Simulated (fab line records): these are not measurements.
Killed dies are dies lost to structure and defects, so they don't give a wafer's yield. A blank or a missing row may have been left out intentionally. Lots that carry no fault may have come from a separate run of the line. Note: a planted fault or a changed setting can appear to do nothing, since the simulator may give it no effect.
Tool commonality check | flow rit-cmos | Lots sampled 14, wafers sampled 42

WHAT PROMPTED THE OPENING
Of 14 lots, 2 have the reading GATE_POLY_THK flagged at RIT_GATE_THK_MEAS_09. Fault-free wafers read 249.5 nm, with a standard deviation of 2.4.
Rule: a lot gets a flag if all its wafers with a number sit over 4 standard deviations from that mean, or if no wafer of it has a number. All remaining lots are regarded as sound.

lot  | measured    | on            | GATE_POLY_THK (nm), wafer by wafer | flag
L566 | day 2 12:30 | film-metro-03 | 247.4 247.6 247.6                  |
L568 | day 2 22:26 | film-metro-04 | 248.8 246.3 247.3                  |
L569 | day 3 02:42 | film-metro-03 | 250.7 249.4 252.8                  |
L570 | day 3 08:10 | film-metro-04 | 249.4 247.5 247.1                  |
L571 | day 3 13:07 | film-metro-04 | 371.1 373.7 373.7                  | FLAGGED
L572 | day 3 17:27 | film-metro-04 | 371.2 373.1 371.9                  | FLAGGED
L573 | day 3 22:28 | film-metro-01 | 253.2 254.3 253.8                  |
L582 | day 5 19:49 | film-metro-04 | 253.1 250.0 249.6                  |
L583 | day 6 00:28 | film-metro-03 | 247.4 246.0 244.5                  |
L584 | day 6 11:51 | film-metro-04 | 251.3 249.9 250.7                  |
L585 | day 6 13:25 | film-metro-04 | 248.1 246.9 248.6                  |
L587 | day 6 23:41 | film-metro-01 | 247.1 249.1 249.9                  |
L588 | day 7 01:18 | film-metro-01 | 249.3 248.5 246.7                  |
L589 | day 7 07:29 | film-metro-01 | 252.6 253.2 251.5                  |
The mean of the flagged lots' numbers is 372.4 nm, +122.9 nm from the usual (+51 standard deviations).

WHICH TOOL EACH LOT WENT THROUGH
The record holds 2 process steps before the reading, out of a route of 202 steps. Read each cell as the tool, then ch plus the chambers that the sampled wafers visited, then the start.
lot  | flag    | RIT_ACTIVE_ETCH_13                | RIT_GATE_CVD_08
L566 |         | rie-diel-01 ch 0,1,2, day 1 14:50 | lpcvd-01 ch 1, day 2 10:52
L568 |         | rie-diel-03 ch 1,3, day 2 02:04   | lpcvd-02 ch 1, day 2 20:49
L569 |         | rie-diel-04 ch 0,1,3, day 2 06:27 | lpcvd-01 ch 1, day 3 01:05
L570 |         | rie-diel-01 ch 1,3, day 2 10:50   | lpcvd-01 ch 0, day 3 06:32
L571 | FLAGGED | rie-diel-03 ch 0,1,3, day 2 15:43 | lpcvd-01 ch 1, day 3 11:29
L572 | FLAGGED | rie-diel-03 ch 0,1,2, day 2 21:27 | lpcvd-01 ch 1, day 3 15:49
L573 |         | rie-diel-01 ch 0,2, day 3 01:52   | lpcvd-02 ch 0, day 3 20:50
L582 |         | rie-diel-01 ch 0,1,2, day 4 22:43 | lpcvd-02 ch 1, day 5 18:10
L583 |         | rie-diel-01 ch 0,1,3, day 5 03:50 | lpcvd-02 ch 1, day 5 22:51
L584 |         | rie-diel-03 ch 0,1,2, day 5 08:50 | lpcvd-02 ch 1, day 6 10:14
L585 |         | rie-diel-03 ch 0,3, day 5 16:11   | lpcvd-01 ch 1, day 6 11:47
L587 |         | rie-diel-03 ch 0,2,3, day 5 23:43 | lpcvd-01 ch 1, day 6 22:04
L588 |         | rie-diel-01 ch 0,1,3, day 6 04:43 | lpcvd-01 ch 1, day 6 23:41
L589 |         | rie-diel-03 ch 0,3, day 6 11:32   | lpcvd-01 ch 1, day 7 05:50
What these steps do:
- RIT_ACTIVE_ETCH_13: etches Si3N4 in SF6, stops on SiO2, time 210 s, target depth 210 nm.
- RIT_GATE_CVD_08: deposits poly-Si from SiH4, target thk 250 nm, time 2220 s.
- RIT_GATE_THK_MEAS_09

FLAGGED AGAINST TOTAL, ONE TOOL AT A TIME (gauges that did the reading follow at the end)
step                 | tool          | lots run | flagged | share of the flagged lots | sound lots run after its first flagged lot
RIT_ACTIVE_ETCH_13   | rie-diel-01   | 6        | 0       | none                      | -
RIT_ACTIVE_ETCH_13   | rie-diel-03   | 7        | 2       | all                       | 4 (L584,L585,L587,L589)
RIT_ACTIVE_ETCH_13   | rie-diel-04   | 1        | 0       | none                      | -
RIT_GATE_CVD_08      | lpcvd-01      | 9        | 2       | all                       | 4 (L585,L587,L588,L589)
RIT_GATE_CVD_08      | lpcvd-02      | 5        | 0       | none                      | -
RIT_GATE_THK_MEAS_09 | film-metro-01 | 4        | 0       | none                      | -
RIT_GATE_THK_MEAS_09 | film-metro-03 | 3        | 0       | none                      | -
RIT_GATE_THK_MEAS_09 | film-metro-04 | 7        | 2       | all                       | 3 (L582,L584,L585)

THE TABLE: WHAT IT ALLOWS
Rows of the table that ran every flagged lot, 3 in all: rie-diel-03 at RIT_ACTIVE_ETCH_13, lpcvd-01 at RIT_GATE_CVD_08, film-metro-04 at RIT_GATE_THK_MEAS_09.
- rie-diel-03 at RIT_ACTIVE_ETCH_13 ran 7 lots, 2 of them flagged. Sound lots ran on it after the first flagged one (L584, L585, L587, L589), which a lasting fault on the whole tool wouldn't allow.
- lpcvd-01 at RIT_GATE_CVD_08 ran 9 lots, 2 of them flagged. Sound lots ran on it after the first flagged one (L585, L587, L588, L589), which a lasting fault on the whole tool wouldn't allow.
- film-metro-04 at RIT_GATE_THK_MEAS_09 ran 7 lots, 2 of them flagged. Sound lots ran on it after the first flagged one (L582, L584, L585), which a lasting fault on the whole tool wouldn't allow.
None of the table's rows ran every flagged lot and, after the first, no sound lot.

WHAT THE SIMULATOR HAD PUT IN
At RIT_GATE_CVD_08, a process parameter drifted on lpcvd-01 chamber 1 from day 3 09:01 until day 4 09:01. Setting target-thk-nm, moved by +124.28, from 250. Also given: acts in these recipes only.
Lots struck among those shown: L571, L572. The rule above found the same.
